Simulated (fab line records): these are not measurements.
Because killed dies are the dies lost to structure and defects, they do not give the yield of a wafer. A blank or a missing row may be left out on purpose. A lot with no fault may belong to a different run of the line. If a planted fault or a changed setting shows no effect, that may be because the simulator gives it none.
fab line records    flow ritCmos
record lots=13  wafers=39  lastDay=7
route steps=202 shown GATE@84
lots that met no fault: from a run of the same line without faults
startH: hours from the record's opening day to when the first of the lot's shown wafers began    waitH: time in hours since the lot's previous step    " identical to the entry in the row above    L1.1+2: several wafers, shown together as one row    - no value, or no start was given    * or withheld: withheld    < > ~ a bound
route shown NAME@n: NAME is a module with steps in the file, n the number in the route of the first one    usual: mean/standard deviation taken from wafers without a fault    same: alike in all rows    chamber/n: place in a boat    sites: per-site readings    _std_site: standard deviation across them    _edge_site: inner sites' mean taken away from outer sites' mean    radiusMm: for every site, how far away it sits from the centre of the wafer    mask NAME#n: copy n    behind: the last tool/chamber to shape the wafer    hold: the reason the lot was held/the length of the hold in hours/how it ended    device: names the non-switching transistor (n, p or np)    end of line: the same wafers' tests at the end of the route    where a step has no rows: the recipe by itself    killed: at the first sort, the dies lost to defects and structure; wafer yield is something else    map: a wafer's dies, x killed, . not, _ none there
set.NAME: the setting as run; set.NAME@STEP: as run at that earlier step    model.NAME: the simulator's own value behind a step, which no gauge read
steps of the route over a sample of lots; a table a step, a row a wafer
services: the hour from which a tool's chamber was out of use, counted from the record's first day as startH (under 0 if before that day), plus the number of hours and why
## steps
# step RIT_GATE_CVD_08
# recipe material=poly-Si  targetThkNm=250  tempC=610  precursor=SiH4  timeS=2220  pressureMtorr=300  sih4FlowSccm=100
# usual pressureMtorr=299.8/0.64  zonePowerSourcePct=11.1/0.41
# same timeS=2220
lot.wafer  tool      chamber  startH  waitH  pressureMtorr  zonePowerSourcePct
L707.2     lpcvd-02  0        55.04   0.0    298.8          10.6
L707.4     "         0        "       "      299.8          10.6
L707.6     "         0        "       "      299.4          10.6
L708.1     lpcvd-02  1        55.04   0.1    299.4          10.9
L708.3     "         1        "       "      299.7          11.1
L708.5     "         1        "       "      299.2          10.9
L710.1     lpcvd-01  0        63.63   0.1    299.9          11.1
L710.3     "         0        "       "      299.4          10.9
L710.6     "         0        "       "      299.2          11.3
L711.3     lpcvd-02  1        72.54   0.0    300.2          10.8
L711.4     "         1        "       "      299.7          11.1
L711.5     "         1        "       "      299.5          11.0
L712.2     lpcvd-02  1        75.57   0.4    300.1          11.1
L712.4     "         1        "       "      299.7          11.0
L712.5     "         1        "       "      300.1          11.1
L714.1     lpcvd-01  1        77.67   0.5    299.8          11.8
L714.2     "         1        "       "      299.5          11.6
L714.4     "         1        "       "      299.7          11.7
L715.1     lpcvd-01  0        84.79   1.0    298.2          10.9
L715.4     "         0        "       "      299.0          11.0
L715.5     "         0        "       "      299.3          11.0
L718.2     lpcvd-01  0        97.78   0.4    300.7          11.2
L718.4     "         0        "       "      301.0          11.0
L718.6     "         0        "       "      299.0          11.2
L719.1     lpcvd-01  1        100.01  0.1    299.6          11.8
L719.3     "         1        "       "      300.1          11.8
L719.5     "         1        "       "      299.5          11.7
L722.2     lpcvd-02  1        115.87  0.0    299.5          11.3
L722.3     "         1        "       "      300.5          11.1
L722.6     "         1        "       "      300.2          11.2
L723.1     lpcvd-01  1        118.85  0.1    299.0          11.7
L723.2     "         1        "       "      299.8          11.7
L723.4     "         1        "       "      300.5          11.8
L727.4     lpcvd-01  0        144.27  0.0    449.2          11.1
L727.5     "         0        "       "      449.4          10.9
L727.6     "         0        "       "      449.5          11.0
L729.1     lpcvd-02  0        153.35  0.1    299.0          10.6
L729.5     "         0        "       "      300.2          10.4
L729.6     "         0        "       "      299.9          10.5
# step RIT_GATE_THK_MEAS_09
# recipe reads=poly-Si_of_GATE_CVD_08
# usual GATE_POLY_THK=249.8/2.5
lot.wafer  tool          chamber  startH  waitH  hold                     GATE_POLY_THK[nm]
L708.1     filmMetro-04  -        56.65   0.0    -                        247.5
L708.3     "             -        "       "      -                        248.8
L708.5     "             -        "       "      -                        248.1
L707.2     filmMetro-01  -        56.66   0.0    -                        254.0
L707.4     "             -        "       "      -                        250.9
L707.6     "             -        "       "      -                        252.0
L710.1     filmMetro-04  -        65.24   0.0    -                        252.7
L710.3     "             -        "       "      -                        252.9
L710.6     "             -        "       "      -                        254.5
L711.3     filmMetro-02  -        74.18   0.0    -                        246.3
L711.4     "             -        "       "      -                        247.6
L711.5     "             -        "       "      -                        243.2
L712.2     filmMetro-02  -        77.20   0.0    -                        250.3
L712.4     "             -        "       "      -                        249.4
L712.5     "             -        "       "      -                        251.7
L714.1     filmMetro-02  -        79.28   0.0    -                        251.3
L714.2     "             -        "       "      -                        251.5
L714.4     "             -        "       "      -                        249.3
L715.1     filmMetro-01  -        86.40   0.0    -                        249.0
L715.4     "             -        "       "      -                        249.1
L715.5     "             -        "       "      -                        251.0
L718.2     filmMetro-01  -        99.41   0.0    -                        249.5
L718.4     "             -        "       "      -                        248.2
L718.6     "             -        "       "      -                        249.5
L719.1     filmMetro-02  -        101.63  0.0    -                        252.4
L719.3     "             -        "       "      -                        252.6
L719.5     "             -        "       "      -                        254.4
L722.2     filmMetro-01  -        117.50  0.0    -                        250.7
L722.3     "             -        "       "      -                        249.9
L722.6     "             -        "       "      -                        250.3
L723.1     filmMetro-02  -        120.47  0.0    -                        250.2
L723.2     "             -        "       "      -                        248.8
L723.4     "             -        "       "      -                        250.4
L727.4     filmMetro-04  -        145.91  0.0    awaitDispo/0.2h/release  309.5
L727.5     "             -        "       "      awaitDispo/0.2h/release  305.8
L727.6     "             -        "       "      awaitDispo/0.2h/release  309.3
L727.4     filmMetro-04  -        146.14  0.2    -                        309.2
L727.5     "             -        "       "      -                        305.7
L727.6     "             -        "       "      -                        309.2
L729.1     filmMetro-02  -        154.97  0.0    -                        253.6
L729.5     "             -        "       "      -                        251.7
L729.6     "             -        "       "      -                        252.1
# step RIT_GATE_ETCH_19
# recipe chemistry=SF6/CHF3/O2  timeS=165  SF6_flow_sccm=30  CHF3_flow_sccm=30  O2_flow_sccm=5  target=poly-Si  pressureMtorr=40  rfW=160  targetDepthA=3125  overEtchFrac=0.25  stopOn=SiO2
# usual CHF3_flow_sccm=29.99/0.083  SF6_flow_sccm=30.01/0.086  drypumpMotorCurrentA=5.97/0.28  oesProductAu=0.850/0.011  throttleValvePct=10.25/0.14
# same timeS=165
lot.wafer  tool      chamber  startH  waitH  CHF3_flow_sccm  SF6_flow_sccm  drypumpMotorCurrentA  oesProductAu  rfHoursCounterH  throttleValvePct
L708.1     rieSi-01  2        57.87   0.1    30.07           29.97          6.31                  0.836         3                10.24
L708.3     "         0        "       "      30.02           30.07          6.10                  0.838         54               9.94
L708.5     "         3        "       "      29.85           30.12          5.43                  0.853         -                10.06
L707.2     rieSi-02  2        58.11   0.1    30.12           29.86          5.68                  0.871         1                10.29
L707.4     "         3        "       "      30.00           30.03          6.12                  0.856         160              10.46
L707.6     "         0        "       "      30.01           29.91          6.14                  0.853         -                10.25
L710.1     rieSi-02  2        66.66   0.1    30.16           30.10          5.67                  0.869         1                10.29
L710.3     "         1        "       "      30.19           30.10          5.92                  0.846         39               10.40
L710.6     "         2        "       "      30.16           29.95          5.68                  0.871         -                10.30
L711.3     rieSi-01  2        75.60   0.1    30.01           30.04          6.32                  0.830         -                10.23
L711.4     "         1        "       "      30.00           30.03          5.77                  0.865         -                10.26
L711.5     "         2        "       "      30.06           29.97          6.31                  0.815         -                10.25
L712.2     rieSi-02  0        78.41   0.1    29.91           30.08          6.17                  0.851         77               10.25
L712.4     "         0        "       "      29.92           29.96          6.17                  0.851         -                10.26
L712.5     "         1        "       "      29.86           30.13          5.95                  0.853         -                10.42
L714.1     rieSi-01  2        80.83   0.1    29.97           30.03          6.37                  0.847         3                10.23
L714.2     "         1        "       "      29.93           29.97          5.80                  0.883         154              10.25
L714.4     "         1        "       "      29.88           30.06          5.80                  0.866         -                10.28
L715.1     rieSi-01  1        87.76   0.1    29.96           30.00          5.79                  0.863         154              10.27
L715.4     "         2        "       "      30.04           30.01          6.34                  0.830         -                10.24
L715.5     "         1        "       "      29.93           30.08          5.79                  0.879         -                10.26
L718.2     rieSi-02  0        100.61  0.1    30.03           29.86          6.20                  0.849         77               10.25
L718.4     "         2        "       "      29.88           30.09          5.68                  0.854         1                10.29
L718.6     "         2        "       "      29.98           30.08          5.66                  0.858         -                10.29
L719.1     rieSi-01  2        103.00  0.1    29.89           30.10          6.31                  0.843         4                10.24
L719.3     "         2        "       "      30.05           30.05          6.31                  0.850         -                10.24
L719.5     "         2        "       "      29.81           30.05          6.32                  0.848         -                10.23
L722.2     rieSi-02  2        118.83  0.1    29.99           29.95          5.68                  0.863         1                10.31
L722.3     "         1        "       "      29.94           30.03          5.98                  0.846         40               10.42
L722.6     "         3        "       "      29.96           30.15          6.08                  0.863         -                10.44
L723.1     rieSi-01  1        121.81  0.1    30.01           29.85          5.79                  0.849         0                10.28
L723.2     "         2        "       "      29.99           30.03          6.33                  0.835         4                10.24
L723.4     "         0        "       "      30.10           29.87          6.10                  0.840         55               9.96
L727.4     rieSi-01  3        150.48  0.1    30.00           30.03          5.38                  0.989         111              10.05
L727.5     "         2        "       "      29.98           29.97          6.29                  0.959         -                10.23
L727.6     "         1        "       "      29.99           29.98          5.79                  0.989         -                10.28
L729.1     rieSi-01  3        156.31  0.1    30.02           30.05          5.45                  0.867         111              10.07
L729.5     "         1        "       "      30.17           30.16          5.79                  0.846         -                10.27
L729.6     "         2        "       "      30.01           30.02          6.32                  0.841         -                10.24
## services
tool      chamber  startH  hours  kind
lpcvd-02  -        45.15   2.8    pm
rieSi-02  3        64.89   -      clean
rieSi-02  3        64.89   15.9   scheduledDown
rieSi-02  3        64.89   15.9   ventCycle
rieSi-01  0        67.43   24.0   repair
rieSi-01  3        74.38   10.1   repair
rieSi-01  1        91.48   -      clean
rieSi-01  1        91.48   29.1   scheduledDown
rieSi-01  1        91.48   29.1   ventCycle
rieSi-01  3        99.39   11.3   repair
rieSi-02  -        134.64  2.8    pm
## key
firstSign step=RIT_GATE_CVD_08  reading=pressureMtorr  direction=up  sigmas=99+  usual=299.8  struck=449.4
effect step=RIT_GATE_THK_MEAS_09  reading=visit  direction=added
effect step=RIT_GATE_THK_MEAS_09  reading=GATE_POLY_THK  direction=up  sigmas=24  usual=249.8  struck=308.2
effect step=RIT_GATE_ETCH_19  reading=oesProductAu  direction=up  sigmas=11  usual=0.850  struck=0.979
metAt RIT_GATE_CVD_08
struckLots L727
struckWafers L727.4,L727.5,L727.6
rowsEnd L727.4,L727.5,L727.6
onsetBetween 97.78 144.27
fault kind=processParameterDrift  tool=lpcvd-01  chamber=0  onsetH=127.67  steps=RIT_GATE_CVD_08  channel=pressureMtorr  offset=150  shape=step  endH=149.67  actsIn=theseRecipesOnly  stated=300
# rowsEnd: these wafers met a further fault down the route, and their rows from its step on are left out
